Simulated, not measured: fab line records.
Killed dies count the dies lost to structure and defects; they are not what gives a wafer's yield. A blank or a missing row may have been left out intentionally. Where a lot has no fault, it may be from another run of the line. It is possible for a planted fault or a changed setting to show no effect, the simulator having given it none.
What tool caused it?	flow ritCmos	Sampling: 15 lots, 45 wafers, 5 of 202 route steps

## WHAT THE GAUGES READ, wafer by wafer
RIT_CONTACT_OVL_MEAS_09. Usual: CONTACT_OVL typically reads -0.2 nm, with standard deviation 1.3.
lot	measured	on	CONTACT_OVL (nm)	flag
L433	day 3 09:22	overlay-01	-0.1 -0.6 1.1	
L434	day 3 18:28	overlay-01	0.7 1.8 1.6	
L436	day 4 02:49	overlay-02	168.4 167.9 167.2	OFF
L438	day 4 18:40	overlay-01	167.1 167.0 167.2	OFF
L441	day 5 17:38	overlay-01	168.4 169.1 169.8	OFF
L443	day 6 12:14	overlay-02	-0.9 0.0 -0.2	
L445	day 6 15:53	overlay-01	-2.5 -0.7 -2.7	
L447	day 6 22:31	overlay-02	-3.2 -2.2 -0.9	
L450	day 7 07:13	overlay-01	-1.2 0.2 -0.5	
L451	day 7 18:57	overlay-01	0.8 0.2 -0.6	
L452	day 7 19:32	overlay-02	-1.2 -1.1 -1.0	
L453	day 7 20:17	overlay-01	-0.3 1.1 -0.1	
L454	day 8 04:13	overlay-02	-3.1 -2.2 -1.7	
L456	day 8 08:23	overlay-02	-2.2 -0.9 -1.7	
L455	day 8 09:25	overlay-01	-2.2 -1.1 -3.0	

## TOOL THAT RAN EACH LOT (tool first, then ch and the chambers of the sampled wafers, then the start)
lot	RIT_SDANNEAL_RTA_03	RIT_SILICIDE_RTA_04	RIT_SILICIDE_RTA_06	RIT_CONTACT_EXPOSE_05
L433	rtpAnneal-02 ch 0, day 3 07:07	rtpAnneal-01 ch 0, day 3 08:00	rtpAnneal-02 ch 0, day 3 08:07	ilineStepper-02 ch 0, day 3 08:44
L434	rtpAnneal-01 ch 0, day 3 16:07	rtpAnneal-02 ch 0, day 3 17:02	rtpAnneal-01 ch 0, day 3 17:10	ilineStepper-02 ch 0, day 3 17:51
L436	rtpAnneal-01 ch 0, day 4 00:34	rtpAnneal-02 ch 0, day 4 01:26	rtpAnneal-01 ch 0, day 4 01:33	ilineStepper-02 ch 0, day 4 02:11
L438	rtpAnneal-01 ch 0, day 4 16:17	rtpAnneal-02 ch 0, day 4 17:10	rtpAnneal-01 ch 0, day 4 17:17	ilineStepper-02 ch 0, day 4 18:02
L441	rtpAnneal-02 ch 0, day 5 14:52	rtpAnneal-01 ch 0, day 5 15:44	rtpAnneal-02 ch 0, day 5 15:51	ilineStepper-02 ch 0, day 5 16:59
L443	rtpAnneal-02 ch 0, day 6 09:28	rtpAnneal-01 ch 0, day 6 10:22	rtpAnneal-02 ch 0, day 6 10:28	ilineStepper-01 ch 0, day 6 11:14
L445	rtpAnneal-01 ch 0, day 6 13:18	rtpAnneal-01 ch 0, day 6 14:11	rtpAnneal-02 ch 0, day 6 14:17	ilineStepper-01 ch 0, day 6 14:55
L447	rtpAnneal-01 ch 0, day 6 20:08	rtpAnneal-01 ch 0, day 6 21:01	rtpAnneal-02 ch 0, day 6 21:08	ilineStepper-01 ch 0, day 6 21:54
L450	rtpAnneal-01 ch 0, day 7 04:35	rtpAnneal-01 ch 0, day 7 05:29	rtpAnneal-01 ch 0, day 7 05:38	ilineStepper-01 ch 0, day 7 06:23
L451	rtpAnneal-02 ch 0, day 7 16:32	rtpAnneal-02 ch 0, day 7 17:25	rtpAnneal-01 ch 0, day 7 17:32	ilineStepper-01 ch 0, day 7 18:20
L452	rtpAnneal-01 ch 0, day 7 17:17	rtpAnneal-01 ch 0, day 7 18:10	rtpAnneal-02 ch 0, day 7 18:16	ilineStepper-01 ch 0, day 7 18:55
L453	rtpAnneal-02 ch 0, day 7 18:01	rtpAnneal-01 ch 0, day 7 18:55	rtpAnneal-02 ch 0, day 7 19:01	ilineStepper-01 ch 0, day 7 19:40
L454	rtpAnneal-01 ch 0, day 8 01:58	rtpAnneal-02 ch 0, day 8 02:51	rtpAnneal-01 ch 0, day 8 02:58	ilineStepper-01 ch 0, day 8 03:35
L456	rtpAnneal-02 ch 0, day 8 06:08	rtpAnneal-01 ch 0, day 8 07:01	rtpAnneal-02 ch 0, day 8 07:07	ilineStepper-01 ch 0, day 8 07:45
L455	rtpAnneal-01 ch 0, day 8 07:10	rtpAnneal-02 ch 0, day 8 08:04	rtpAnneal-01 ch 0, day 8 08:10	ilineStepper-01 ch 0, day 8 08:49
- RIT_SDANNEAL_RTA_03: time 5 s.
- RIT_SILICIDE_RTA_04: time 10 s, ramp up 5 s, ramp down 5 s.
- RIT_SILICIDE_RTA_06: time 10 s, ramp up 5 s, ramp down 10 s.
- RIT_CONTACT_EXPOSE_05: exposes mask M11, target cd 1000 nm.

## WHAT THE TOOLS THEMSELVES READ (means of the sampled wafers that have a number; where no wafer has one, the mark that the record gives instead)
RIT_SDANNEAL_RTA_03. Usual: wafer_temp_C_max at 1053.5, with a standard deviation of 1.
lot	tool	wafer_temp_C_max	flag
L433	rtpAnneal-02	1054.6	
L434	rtpAnneal-01	1053.0	
L436	rtpAnneal-01	1053.8	
L438	rtpAnneal-01	1053.7	
L441	rtpAnneal-02	1053.3	
L443	rtpAnneal-02	1053.0	
L445	rtpAnneal-01	1053.7	
L447	rtpAnneal-01	1054.2	
L450	rtpAnneal-01	1053.5	
L451	rtpAnneal-02	1053.3	
L452	rtpAnneal-01	1054.3	
L453	rtpAnneal-02	1053.1	
L454	rtpAnneal-01	1054.9	
L456	rtpAnneal-02	1052.5	
L455	rtpAnneal-01	1053.5	

RIT_SILICIDE_RTA_04. Usual: wafer_temp_C_max at 652.4, with a standard deviation of 1.1.
lot	tool	wafer_temp_C_max	flag
L433	rtpAnneal-01	651.7	
L434	rtpAnneal-02	653.5	
L436	rtpAnneal-02	653.0	
L438	rtpAnneal-02	654.9	
L441	rtpAnneal-01	651.9	
L443	rtpAnneal-01	651.9	
L445	rtpAnneal-01	651.5	
L447	rtpAnneal-01	651.8	
L450	rtpAnneal-01	651.4	
L451	rtpAnneal-02	653.8	
L452	rtpAnneal-01	651.4	
L453	rtpAnneal-01	651.4	
L454	rtpAnneal-02	653.7	
L456	rtpAnneal-01	651.8	
L455	rtpAnneal-02	654.1	

RIT_SILICIDE_RTA_06. Usual: wafer_temp_C_max at 753.4, with a standard deviation of 1.6.
lot	tool	wafer_temp_C_max	flag
L433	rtpAnneal-02	754.9	
L434	rtpAnneal-01	751.8	
L436	rtpAnneal-01	752.1	
L438	rtpAnneal-01	751.8	
L441	rtpAnneal-02	755.5	
L443	rtpAnneal-02	754.4	
L445	rtpAnneal-02	755.3	
L447	rtpAnneal-02	754.9	
L450	rtpAnneal-01	751.6	
L451	rtpAnneal-01	751.9	
L452	rtpAnneal-02	753.9	
L453	rtpAnneal-02	754.8	
L454	rtpAnneal-01	751.7	
L456	rtpAnneal-02	754.3	
L455	rtpAnneal-01	751.5	

## THE ANSWER, worked out from the rows above alone
Rule: lot off if the mean of its wafers having a number is beyond 3 standard deviations from the usual mean. A lot without any number at a reading at which 4 lots or more have one is off too. Any other lot the step has rows for is counted as sound. The gauges are gone through in route order, then the tools' own readings, and for those a lot's mean is taken as printed above. The first step at which some lot is off is used, and at that step the reading that is off furthest; a lot without a number counts as furthest.
Off: L436, L438, L441, at RIT_CONTACT_OVL_MEAS_09 (CONTACT_OVL).
If a tool, at a process step before that reading, ran all the lots that are off and no sound lot after the first of them, it fits. Gauges at RIT_CONTACT_OVL_MEAS_09: tried the same way as those tools. One fits: RIT_CONTACT_EXPOSE_05 on ilineStepper-02. Its last sound lot is L434 (day 3 17:51), its first lot that is off L436 (day 4 02:11): a fault that began between those two fits.

## WHAT HAD BEEN PUT IN BY THE SIMULATOR
Scanner matching overlay: ilineStepper-02, from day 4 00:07 on, at RIT_CONTACT_EXPOSE_05. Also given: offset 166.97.
Struck lots among those shown: L436, L438, L441. The same result came from the rule above.
